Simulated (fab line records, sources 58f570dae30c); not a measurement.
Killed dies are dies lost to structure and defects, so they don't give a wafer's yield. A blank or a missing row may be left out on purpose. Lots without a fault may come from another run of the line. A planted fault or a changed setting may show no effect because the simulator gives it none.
Tool commonality check | flow berkeley_cmos170 | 14 lots, 42 wafers sampled

WHY IT WAS OPENED
At UCB170_ACTIVE_CD_MEAS_13 the reading cd_nm is flagged on 2 of 14 lots. Wafers without a fault read 1200.2 nm, standard deviation 1.6.
Rule: a lot is flagged when every wafer of it that has a number lies more than 4 standard deviations from that mean, or none has a number. The other lots count as sound.

lot  | measured    | on        | cd_nm (nm), wafer by wafer | flag
L418 | day 4 18:52 | cd_sem-02 | 1201.3 1201.8 1201.8       |
L416 | day 4 19:08 | cd_sem-01 | 1197.4 1197.5 1197.0       |
L419 | day 5 01:19 | cd_sem-02 | 1200.9 1200.8 1201.4       |
L417 | day 5 01:35 | cd_sem-02 | 1201.8 1201.1 1201.0       |
L420 | day 5 01:35 | cd_sem-01 | 1201.3 1201.3 1201.8       |
L423 | day 5 23:40 | cd_sem-02 | 1199.3 1198.7 1198.5       |
L425 | day 6 07:49 | cd_sem-01 | 1200.6 1200.6 1199.2       |
L426 | day 7 02:47 | cd_sem-02 | 1482.3 1483.0 1481.3       | FLAGGED
L428 | day 7 03:05 | cd_sem-01 | 1480.0 1480.1 1480.8       | FLAGGED
L431 | day 7 19:02 | cd_sem-01 | 1201.7 1202.4 1201.9       |
L432 | day 7 19:17 | cd_sem-01 | 1200.5 1199.3 1199.9       |
L436 | day 8 14:06 | cd_sem-02 | 1201.1 1202.5 1201.4       |
L438 | day 9 04:01 | cd_sem-01 | 1201.4 1200.4 1200.8       |
L437 | day 9 04:15 | cd_sem-02 | 1201.9 1200.4 1202.0       |
The numbers of the flagged lots are 1481.2 nm on average: +281.0 nm against the usual, or +99 or more standard deviations.

WHICH TOOL RAN EACH LOT
The record holds 1 process step before the reading, out of a route of 331 steps. In each cell: the tool, then ch and the chambers that the sampled wafers went through, then the start.
lot  | flag    | UCB170_ACTIVE_PEB_11
L418 |         | litho_track-02 ch 0, day 4 18:36
L416 |         | litho_track-03 ch 0, day 4 18:52
L419 |         | litho_track-02 ch 0, day 5 01:02
L417 |         | litho_track-04 ch 0, day 5 01:19
L420 |         | litho_track-02 ch 0, day 5 01:19
L423 |         | litho_track-03 ch 0, day 5 23:23
L425 |         | litho_track-04 ch 0, day 6 07:32
L426 | FLAGGED | litho_track-03 ch 0, day 7 02:31
L428 | FLAGGED | litho_track-03 ch 0, day 7 02:49
L431 |         | litho_track-04 ch 0, day 7 18:41
L432 |         | litho_track-04 ch 0, day 7 19:02
L436 |         | litho_track-02 ch 0, day 8 13:50
L438 |         | litho_track-02 ch 0, day 9 03:45
L437 |         | litho_track-04 ch 0, day 9 03:58
What these steps do:
- UCB170_ACTIVE_PEB_11
- UCB170_ACTIVE_CD_MEAS_13: target cd 1200 nm.

FLAGGED OVER TOTAL, TOOL BY TOOL (the gauges that took the reading come last)
step                     | tool           | lots run | flagged | share of the flagged lots | sound lots run after its first flagged lot
UCB170_ACTIVE_PEB_11     | litho_track-02 | 5        | 0       | none                      | -
UCB170_ACTIVE_PEB_11     | litho_track-03 | 4        | 2       | all                       | 0
UCB170_ACTIVE_PEB_11     | litho_track-04 | 5        | 0       | none                      | -
UCB170_ACTIVE_CD_MEAS_13 | cd_sem-01      | 7        | 1       | some                      | 3 (L431,L432,L438)
UCB170_ACTIVE_CD_MEAS_13 | cd_sem-02      | 7        | 1       | some                      | 2 (L436,L437)

WHAT THE TABLE ALLOWS
1 row of the table ran every flagged lot: litho_track-03 at UCB170_ACTIVE_PEB_11.
- litho_track-03 at UCB170_ACTIVE_PEB_11: 2 of its 4 lots flagged. Its last sound lot is L423 (day 5 23:23), its first flagged lot L426 (day 7 02:31): a fault that began between those two fits. Its own readings lie more than 4 standard deviations out on every wafer of the flagged lots: plate_temp_C.
One tool is left: litho_track-03 at UCB170_ACTIVE_PEB_11.

WHAT THE SIMULATOR HAD PUT IN
Process parameter drift: litho_track-03, from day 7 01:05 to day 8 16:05, at UCB170_ACTIVE_PEB_11. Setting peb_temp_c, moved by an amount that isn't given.
Lots struck among those shown: L426, L428. The rule above found the same.
